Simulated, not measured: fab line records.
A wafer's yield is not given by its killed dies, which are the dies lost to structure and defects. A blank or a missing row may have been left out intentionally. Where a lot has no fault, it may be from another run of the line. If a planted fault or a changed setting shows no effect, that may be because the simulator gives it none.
fab line records || flow ritCmos
record: {"lots": 13, "wafers": 39, "lastDay": 7}
route steps=202 shown PLDD@117
lots that met no fault: taken from a fault-free run of the same line
startH: hours from the record's first day to the start of the lot's first wafer shown || waitH: hours since the lot's step before || " the same as in the row above || L1.1+2: a single row standing in for several wafers || - no value, or no start given || * or withheld: withheld || < > ~ a bound
route shown NAME@n: a module of which the file shows steps, and the number in the route of the first || usual: mean and standard deviation over wafers with no fault || same: alike in all rows || chamber/n: place in a boat || sites: the reading at each site || _std_site: the standard deviation of these || _edge_site: the outer-site mean with the inner-site mean subtracted || radiusMm: for every site, how far away it sits from the centre of the wafer || mask NAME#n: copy n || behind: the last tool/chamber to shape the wafer || hold: what put the lot on hold/how long, in hours/how the hold closed || device: names the non-switching transistor (n, p or np) || end of line: the tests these same wafers got at the end of their route || step lacking rows: just its recipe || killed: not the wafer's yield, but the dies lost to structure and defects at the first sort || map: a wafer's dies, marking killed ones x, the rest . and places with no die _
set.NAME: setting as actually run; set.NAME@STEP: the setting as run at that earlier step || model.NAME: the simulator's own value behind a step, which no gauge read
a sample of lots followed through the steps of the route, with each step as a table and each wafer as a row
services: when a tool's chamber went out of use (startH, in hours from the record's first day, below 0 if earlier), for how many hours, and the reason
== steps ==
step: RIT_PLDD_EXPOSE_03
recipe: {"maskId": "M8", "na": 0.57, "targetCdNm": 40900, "doseMj": 250}
usual: {"exposureDoseMJCm2": "249.98/0.21"}
{"lot.wafer": "L651.1", "tool": "ilineStepper-01", "chamber": 0, "startH": 42.73, "waitH": 0.2, "mask": "M8#0", "exposureDoseMJCm2": 250.07}
{"lot.wafer": "L651.2", "tool": "ilineStepper-01", "chamber": 0, "startH": 42.73, "waitH": 0.2, "mask": "M8#0", "exposureDoseMJCm2": 249.92}
{"lot.wafer": "L651.5", "tool": "ilineStepper-01", "chamber": 0, "startH": 42.73, "waitH": 0.2, "mask": "M8#0", "exposureDoseMJCm2": 249.75}
{"lot.wafer": "L652.1", "tool": "ilineStepper-01", "chamber": 0, "startH": 48.22, "waitH": 0.1, "mask": "M8#0", "exposureDoseMJCm2": 250.15}
{"lot.wafer": "L652.3", "tool": "ilineStepper-01", "chamber": 0, "startH": 48.22, "waitH": 0.1, "mask": "M8#0", "exposureDoseMJCm2": 250.17}
{"lot.wafer": "L652.6", "tool": "ilineStepper-01", "chamber": 0, "startH": 48.22, "waitH": 0.1, "mask": "M8#0", "exposureDoseMJCm2": 250.21}
{"lot.wafer": "L653.1", "tool": "ilineStepper-01", "chamber": 0, "startH": 52.20, "waitH": 0.1, "mask": "M8#0", "exposureDoseMJCm2": 249.68}
{"lot.wafer": "L653.3", "tool": "ilineStepper-01", "chamber": 0, "startH": 52.20, "waitH": 0.1, "mask": "M8#0", "exposureDoseMJCm2": 249.78}
{"lot.wafer": "L653.5", "tool": "ilineStepper-01", "chamber": 0, "startH": 52.20, "waitH": 0.1, "mask": "M8#0", "exposureDoseMJCm2": 250.27}
{"lot.wafer": "L654.1", "tool": "ilineStepper-01", "chamber": 0, "startH": 58.13, "waitH": 0.1, "mask": "M8#0", "exposureDoseMJCm2": 250.16}
{"lot.wafer": "L654.5", "tool": "ilineStepper-01", "chamber": 0, "startH": 58.13, "waitH": 0.1, "mask": "M8#0", "exposureDoseMJCm2": 249.86}
{"lot.wafer": "L654.6", "tool": "ilineStepper-01", "chamber": 0, "startH": 58.13, "waitH": 0.1, "mask": "M8#0", "exposureDoseMJCm2": 250.11}
{"lot.wafer": "L655.1", "tool": "ilineStepper-01", "chamber": 0, "startH": 62.02, "waitH": 0.1, "mask": "M8#0", "exposureDoseMJCm2": 249.95}
{"lot.wafer": "L655.3", "tool": "ilineStepper-01", "chamber": 0, "startH": 62.02, "waitH": 0.1, "mask": "M8#0", "exposureDoseMJCm2": 249.83}
{"lot.wafer": "L655.4", "tool": "ilineStepper-01", "chamber": 0, "startH": 62.02, "waitH": 0.1, "mask": "M8#0", "exposureDoseMJCm2": 249.75}
{"lot.wafer": "L656.2", "tool": "ilineStepper-02", "chamber": 0, "startH": 67.07, "waitH": 0.2, "mask": "M8#0", "exposureDoseMJCm2": 249.82}
{"lot.wafer": "L656.3", "tool": "ilineStepper-02", "chamber": 0, "startH": 67.07, "waitH": 0.2, "mask": "M8#0", "exposureDoseMJCm2": 250.02}
{"lot.wafer": "L656.4", "tool": "ilineStepper-02", "chamber": 0, "startH": 67.07, "waitH": 0.2, "mask": "M8#0", "exposureDoseMJCm2": 249.91}
{"lot.wafer": "L657.2", "tool": "ilineStepper-01", "chamber": 0, "startH": 72.79, "waitH": 0.2, "mask": "M8#0", "exposureDoseMJCm2": 249.91}
{"lot.wafer": "L657.4", "tool": "ilineStepper-01", "chamber": 0, "startH": 72.79, "waitH": 0.2, "mask": "M8#0", "exposureDoseMJCm2": 250.02}
{"lot.wafer": "L657.5", "tool": "ilineStepper-01", "chamber": 0, "startH": 72.79, "waitH": 0.2, "mask": "M8#0", "exposureDoseMJCm2": 249.82}
{"lot.wafer": "L659.1", "tool": "ilineStepper-02", "chamber": 0, "startH": 83.17, "waitH": 0.1, "mask": "M8#0", "exposureDoseMJCm2": 250.01}
{"lot.wafer": "L659.2", "tool": "ilineStepper-02", "chamber": 0, "startH": 83.17, "waitH": 0.1, "mask": "M8#0", "exposureDoseMJCm2": 250.01}
{"lot.wafer": "L659.3", "tool": "ilineStepper-02", "chamber": 0, "startH": 83.17, "waitH": 0.1, "mask": "M8#0", "exposureDoseMJCm2": 249.92}
{"lot.wafer": "L660.3", "tool": "ilineStepper-02", "chamber": 0, "startH": 87.17, "waitH": 0.1, "mask": "M8#0", "exposureDoseMJCm2": 249.74}
{"lot.wafer": "L660.4", "tool": "ilineStepper-02", "chamber": 0, "startH": 87.17, "waitH": 0.1, "mask": "M8#0", "exposureDoseMJCm2": 249.98}
{"lot.wafer": "L660.5", "tool": "ilineStepper-02", "chamber": 0, "startH": 87.17, "waitH": 0.1, "mask": "M8#0", "exposureDoseMJCm2": 250.06}
{"lot.wafer": "L661.1", "tool": "ilineStepper-02", "chamber": 0, "startH": 92.27, "waitH": 0.1, "mask": "M8#0", "exposureDoseMJCm2": 250.01}
{"lot.wafer": "L661.4", "tool": "ilineStepper-02", "chamber": 0, "startH": 92.27, "waitH": 0.1, "mask": "M8#0", "exposureDoseMJCm2": 250.09}
{"lot.wafer": "L661.5", "tool": "ilineStepper-02", "chamber": 0, "startH": 92.27, "waitH": 0.1, "mask": "M8#0", "exposureDoseMJCm2": 249.78}
{"lot.wafer": "L662.2", "tool": "ilineStepper-01", "chamber": 0, "startH": 96.75, "waitH": 0.2, "mask": "M7#0", "exposureDoseMJCm2": 249.96}
{"lot.wafer": "L662.3", "tool": "ilineStepper-01", "chamber": 0, "startH": 96.75, "waitH": 0.2, "mask": "M7#0", "exposureDoseMJCm2": 250.06}
{"lot.wafer": "L662.4", "tool": "ilineStepper-01", "chamber": 0, "startH": 96.75, "waitH": 0.2, "mask": "M7#0", "exposureDoseMJCm2": 249.88}
{"lot.wafer": "L664.4", "tool": "ilineStepper-01", "chamber": 0, "startH": 107.25, "waitH": 0.2, "mask": "M8#0", "exposureDoseMJCm2": 250.13}
{"lot.wafer": "L664.5", "tool": "ilineStepper-01", "chamber": 0, "startH": 107.25, "waitH": 0.2, "mask": "M8#0", "exposureDoseMJCm2": 250.09}
{"lot.wafer": "L664.6", "tool": "ilineStepper-01", "chamber": 0, "startH": 107.25, "waitH": 0.2, "mask": "M8#0", "exposureDoseMJCm2": 250.19}
{"lot.wafer": "L674.2", "tool": "ilineStepper-02", "chamber": 0, "startH": 158.75, "waitH": 0.1, "mask": "M8#0", "exposureDoseMJCm2": 250.34}
{"lot.wafer": "L674.4", "tool": "ilineStepper-02", "chamber": 0, "startH": 158.75, "waitH": 0.1, "mask": "M8#0", "exposureDoseMJCm2": 249.98}
{"lot.wafer": "L674.6", "tool": "ilineStepper-02", "chamber": 0, "startH": 158.75, "waitH": 0.1, "mask": "M8#0", "exposureDoseMJCm2": 250.27}
step: RIT_PLDD_OVL_MEAS_06
usual: {"PLDD_OVL": "0.0/1.1"}
{"lot.wafer": "L651.1", "tool": "overlay-02", "chamber": "-", "startH": 43.13, "waitH": "-", "PLDD_OVL[nm]": 0.6}
{"lot.wafer": "L651.2", "tool": "overlay-02", "chamber": "-", "startH": 43.13, "waitH": "-", "PLDD_OVL[nm]": 1.8}
{"lot.wafer": "L651.5", "tool": "overlay-02", "chamber": "-", "startH": 43.13, "waitH": "-", "PLDD_OVL[nm]": 0.9}
{"lot.wafer": "L652.1", "tool": "overlay-02", "chamber": "-", "startH": 48.62, "waitH": "-", "PLDD_OVL[nm]": 1.3}
{"lot.wafer": "L652.3", "tool": "overlay-02", "chamber": "-", "startH": 48.62, "waitH": "-", "PLDD_OVL[nm]": 0.7}
{"lot.wafer": "L652.6", "tool": "overlay-02", "chamber": "-", "startH": 48.62, "waitH": "-", "PLDD_OVL[nm]": -0.5}
{"lot.wafer": "L653.1", "tool": "overlay-01", "chamber": "-", "startH": 52.60, "waitH": "-", "PLDD_OVL[nm]": -0.3}
{"lot.wafer": "L653.3", "tool": "overlay-01", "chamber": "-", "startH": 52.60, "waitH": "-", "PLDD_OVL[nm]": -0.4}
{"lot.wafer": "L653.5", "tool": "overlay-01", "chamber": "-", "startH": 52.60, "waitH": "-", "PLDD_OVL[nm]": 0.5}
{"lot.wafer": "L654.1", "tool": "overlay-02", "chamber": "-", "startH": 58.53, "waitH": "-", "PLDD_OVL[nm]": 1.4}
{"lot.wafer": "L654.5", "tool": "overlay-02", "chamber": "-", "startH": 58.53, "waitH": "-", "PLDD_OVL[nm]": -0.8}
{"lot.wafer": "L654.6", "tool": "overlay-02", "chamber": "-", "startH": 58.53, "waitH": "-", "PLDD_OVL[nm]": 1.2}
{"lot.wafer": "L655.1", "tool": "overlay-02", "chamber": "-", "startH": 62.42, "waitH": "-", "PLDD_OVL[nm]": -0.5}
{"lot.wafer": "L655.3", "tool": "overlay-02", "chamber": "-", "startH": 62.42, "waitH": "-", "PLDD_OVL[nm]": -0.8}
{"lot.wafer": "L655.4", "tool": "overlay-02", "chamber": "-", "startH": 62.42, "waitH": "-", "PLDD_OVL[nm]": -0.9}
{"lot.wafer": "L656.2", "tool": "overlay-01", "chamber": "-", "startH": 67.45, "waitH": "-", "PLDD_OVL[nm]": -0.9}
{"lot.wafer": "L656.3", "tool": "overlay-01", "chamber": "-", "startH": 67.45, "waitH": "-", "PLDD_OVL[nm]": -0.8}
{"lot.wafer": "L656.4", "tool": "overlay-01", "chamber": "-", "startH": 67.45, "waitH": "-", "PLDD_OVL[nm]": -0.3}
{"lot.wafer": "L657.2", "tool": "overlay-01", "chamber": "-", "startH": 73.17, "waitH": "-", "PLDD_OVL[nm]": -1.2}
{"lot.wafer": "L657.4", "tool": "overlay-01", "chamber": "-", "startH": 73.17, "waitH": "-", "PLDD_OVL[nm]": -0.7}
{"lot.wafer": "L657.5", "tool": "overlay-01", "chamber": "-", "startH": 73.17, "waitH": "-", "PLDD_OVL[nm]": 0.9}
{"lot.wafer": "L659.1", "tool": "overlay-01", "chamber": "-", "startH": 83.57, "waitH": "-", "PLDD_OVL[nm]": -1.7}
{"lot.wafer": "L659.2", "tool": "overlay-01", "chamber": "-", "startH": 83.57, "waitH": "-", "PLDD_OVL[nm]": -0.4}
{"lot.wafer": "L659.3", "tool": "overlay-01", "chamber": "-", "startH": 83.57, "waitH": "-", "PLDD_OVL[nm]": -0.4}
{"lot.wafer": "L660.3", "tool": "overlay-01", "chamber": "-", "startH": 87.54, "waitH": "-", "PLDD_OVL[nm]": 1.7}
{"lot.wafer": "L660.4", "tool": "overlay-01", "chamber": "-", "startH": 87.54, "waitH": "-", "PLDD_OVL[nm]": 1.7}
{"lot.wafer": "L660.5", "tool": "overlay-01", "chamber": "-", "startH": 87.54, "waitH": "-", "PLDD_OVL[nm]": 0.0}
{"lot.wafer": "L661.1", "tool": "overlay-01", "chamber": "-", "startH": 92.67, "waitH": "-", "PLDD_OVL[nm]": 0.4}
{"lot.wafer": "L661.4", "tool": "overlay-01", "chamber": "-", "startH": 92.67, "waitH": "-", "PLDD_OVL[nm]": 1.2}
{"lot.wafer": "L661.5", "tool": "overlay-01", "chamber": "-", "startH": 92.67, "waitH": "-", "PLDD_OVL[nm]": 1.7}
{"lot.wafer": "L662.2", "tool": "overlay-01", "chamber": "-", "startH": 97.14, "waitH": "-", "PLDD_OVL[nm]": "-"}
{"lot.wafer": "L662.3", "tool": "overlay-01", "chamber": "-", "startH": 97.14, "waitH": "-", "PLDD_OVL[nm]": "-"}
{"lot.wafer": "L662.4", "tool": "overlay-01", "chamber": "-", "startH": 97.14, "waitH": "-", "PLDD_OVL[nm]": "-"}
{"lot.wafer": "L664.4", "tool": "overlay-01", "chamber": "-", "startH": 107.61, "waitH": "-", "PLDD_OVL[nm]": -1.3}
{"lot.wafer": "L664.5", "tool": "overlay-01", "chamber": "-", "startH": 107.61, "waitH": "-", "PLDD_OVL[nm]": 0.3}
{"lot.wafer": "L664.6", "tool": "overlay-01", "chamber": "-", "startH": 107.61, "waitH": "-", "PLDD_OVL[nm]": -0.3}
{"lot.wafer": "L674.2", "tool": "overlay-01", "chamber": "-", "startH": 159.14, "waitH": "-", "PLDD_OVL[nm]": -1.4}
{"lot.wafer": "L674.4", "tool": "overlay-01", "chamber": "-", "startH": 159.14, "waitH": "-", "PLDD_OVL[nm]": 1.2}
{"lot.wafer": "L674.6", "tool": "overlay-01", "chamber": "-", "startH": 159.14, "waitH": "-", "PLDD_OVL[nm]": -2.1}
step: RIT_PLDD_TW_MEAS_10
usual: {"PLDD_TW": "2345/23"}
{"lot.wafer": "L651.1", "tool": "filmMetro-01", "chamber": "-", "startH": 43.64, "waitH": 0.1, "PLDD_TW": 2363}
{"lot.wafer": "L651.2", "tool": "filmMetro-01", "chamber": "-", "startH": 43.64, "waitH": 0.1, "PLDD_TW": 2364}
{"lot.wafer": "L651.5", "tool": "filmMetro-01", "chamber": "-", "startH": 43.64, "waitH": 0.1, "PLDD_TW": 2346}
{"lot.wafer": "L652.1", "tool": "filmMetro-03", "chamber": "-", "startH": 49.13, "waitH": 0.1, "PLDD_TW": 2357}
{"lot.wafer": "L652.3", "tool": "filmMetro-03", "chamber": "-", "startH": 49.13, "waitH": 0.1, "PLDD_TW": 2351}
{"lot.wafer": "L652.6", "tool": "filmMetro-03", "chamber": "-", "startH": 49.13, "waitH": 0.1, "PLDD_TW": 2374}
{"lot.wafer": "L653.1", "tool": "filmMetro-01", "chamber": "-", "startH": 53.11, "waitH": 0.1, "PLDD_TW": 2350}
{"lot.wafer": "L653.3", "tool": "filmMetro-01", "chamber": "-", "startH": 53.11, "waitH": 0.1, "PLDD_TW": 2357}
{"lot.wafer": "L653.5", "tool": "filmMetro-01", "chamber": "-", "startH": 53.11, "waitH": 0.1, "PLDD_TW": 2352}
{"lot.wafer": "L654.1", "tool": "filmMetro-03", "chamber": "-", "startH": 59.04, "waitH": 0.1, "PLDD_TW": 2350}
{"lot.wafer": "L654.5", "tool": "filmMetro-03", "chamber": "-", "startH": 59.04, "waitH": 0.1, "PLDD_TW": 2375}
{"lot.wafer": "L654.6", "tool": "filmMetro-03", "chamber": "-", "startH": 59.04, "waitH": 0.1, "PLDD_TW": 2362}
{"lot.wafer": "L655.1", "tool": "filmMetro-01", "chamber": "-", "startH": 62.93, "waitH": 0.1, "PLDD_TW": 2341}
{"lot.wafer": "L655.3", "tool": "filmMetro-01", "chamber": "-", "startH": 62.93, "waitH": 0.1, "PLDD_TW": 2334}
{"lot.wafer": "L655.4", "tool": "filmMetro-01", "chamber": "-", "startH": 62.93, "waitH": 0.1, "PLDD_TW": 2348}
{"lot.wafer": "L656.2", "tool": "filmMetro-01", "chamber": "-", "startH": 67.97, "waitH": 0.1, "PLDD_TW": 2348}
{"lot.wafer": "L656.3", "tool": "filmMetro-01", "chamber": "-", "startH": 67.97, "waitH": 0.1, "PLDD_TW": 2357}
{"lot.wafer": "L656.4", "tool": "filmMetro-01", "chamber": "-", "startH": 67.97, "waitH": 0.1, "PLDD_TW": 2347}
{"lot.wafer": "L657.2", "tool": "filmMetro-03", "chamber": "-", "startH": 73.69, "waitH": 0.1, "PLDD_TW": 2379}
{"lot.wafer": "L657.4", "tool": "filmMetro-03", "chamber": "-", "startH": 73.69, "waitH": 0.1, "PLDD_TW": 2376}
{"lot.wafer": "L657.5", "tool": "filmMetro-03", "chamber": "-", "startH": 73.69, "waitH": 0.1, "PLDD_TW": 2379}
{"lot.wafer": "L659.1", "tool": "filmMetro-01", "chamber": "-", "startH": 84.08, "waitH": 0.1, "PLDD_TW": 2340}
{"lot.wafer": "L659.2", "tool": "filmMetro-01", "chamber": "-", "startH": 84.08, "waitH": 0.1, "PLDD_TW": 2360}
{"lot.wafer": "L659.3", "tool": "filmMetro-01", "chamber": "-", "startH": 84.08, "waitH": 0.1, "PLDD_TW": 2354}
{"lot.wafer": "L660.3", "tool": "filmMetro-03", "chamber": "-", "startH": 88.06, "waitH": 0.1, "PLDD_TW": 2371}
{"lot.wafer": "L660.4", "tool": "filmMetro-03", "chamber": "-", "startH": 88.06, "waitH": 0.1, "PLDD_TW": 2370}
{"lot.wafer": "L660.5", "tool": "filmMetro-03", "chamber": "-", "startH": 88.06, "waitH": 0.1, "PLDD_TW": 2377}
{"lot.wafer": "L661.1", "tool": "filmMetro-01", "chamber": "-", "startH": 93.18, "waitH": 0.1, "PLDD_TW": 2359}
{"lot.wafer": "L661.4", "tool": "filmMetro-01", "chamber": "-", "startH": 93.18, "waitH": 0.1, "PLDD_TW": 2359}
{"lot.wafer": "L661.5", "tool": "filmMetro-01", "chamber": "-", "startH": 93.18, "waitH": 0.1, "PLDD_TW": 2338}
{"lot.wafer": "L662.2", "tool": "filmMetro-03", "chamber": "-", "startH": 97.65, "waitH": 0.1, "PLDD_TW": 30}
{"lot.wafer": "L662.3", "tool": "filmMetro-03", "chamber": "-", "startH": 97.65, "waitH": 0.1, "PLDD_TW": 31}
{"lot.wafer": "L662.4", "tool": "filmMetro-03", "chamber": "-", "startH": 97.65, "waitH": 0.1, "PLDD_TW": 30}
{"lot.wafer": "L664.4", "tool": "filmMetro-04", "chamber": "-", "startH": 108.13, "waitH": 0.1, "PLDD_TW": 2318}
{"lot.wafer": "L664.5", "tool": "filmMetro-04", "chamber": "-", "startH": 108.13, "waitH": 0.1, "PLDD_TW": 2321}
{"lot.wafer": "L664.6", "tool": "filmMetro-04", "chamber": "-", "startH": 108.13, "waitH": 0.1, "PLDD_TW": 2318}
{"lot.wafer": "L674.2", "tool": "filmMetro-04", "chamber": "-", "startH": 159.65, "waitH": 0.1, "PLDD_TW": 2330}
{"lot.wafer": "L674.4", "tool": "filmMetro-04", "chamber": "-", "startH": 159.65, "waitH": 0.1, "PLDD_TW": 2324}
{"lot.wafer": "L674.6", "tool": "filmMetro-04", "chamber": "-", "startH": 159.65, "waitH": 0.1, "PLDD_TW": 2322}
== services ==
{"tool": "ilineStepper-02", "chamber": 0, "startH": 20.19, "hours": "-", "kind": "calibration"}
{"tool": "ilineStepper-02", "chamber": "-", "startH": 121.21, "hours": 1.4, "kind": "repair"}
== key ==
firstSign: {"step": "RIT_PLDD_EXPOSE_03", "reading": "mask", "direction": "changed"}
effect: {"step": "RIT_PLDD_OVL_MEAS_06", "reading": "PLDD_OVL", "direction": "missing"}
effect: {"step": "RIT_PLDD_TW_MEAS_10", "reading": "PLDD_TW", "direction": "down", "sigmas": "99+", "usual": 2345, "struck": 30}
metAt RIT_PLDD_EXPOSE_03
struckLots L662
sortLeftOut L662.2,L662.3,L662.4
testerLeftOut L662
onsetBetween 72.79 96.75
fault: {"kind": "wrongMask", "tool": "any", "chamber": "-", "onsetH": 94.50, "steps": "RIT_PLDD_EXPOSE_03", "auxCopy": "M7#0", "scope": "struckLotsOnly"}
testerLeftOut: of these lots the tester's yield and bins aren't shown, on N5 and GAA mostly nor the transistor test; their killed dies are dies lost to structure and defects alone, not to doping, threshold or leakage, so they don't give the yield
sortLeftOut: the simulated sort isn't trusted on such a fault, so these wafers' sort isn't shown, and their yield isn't known
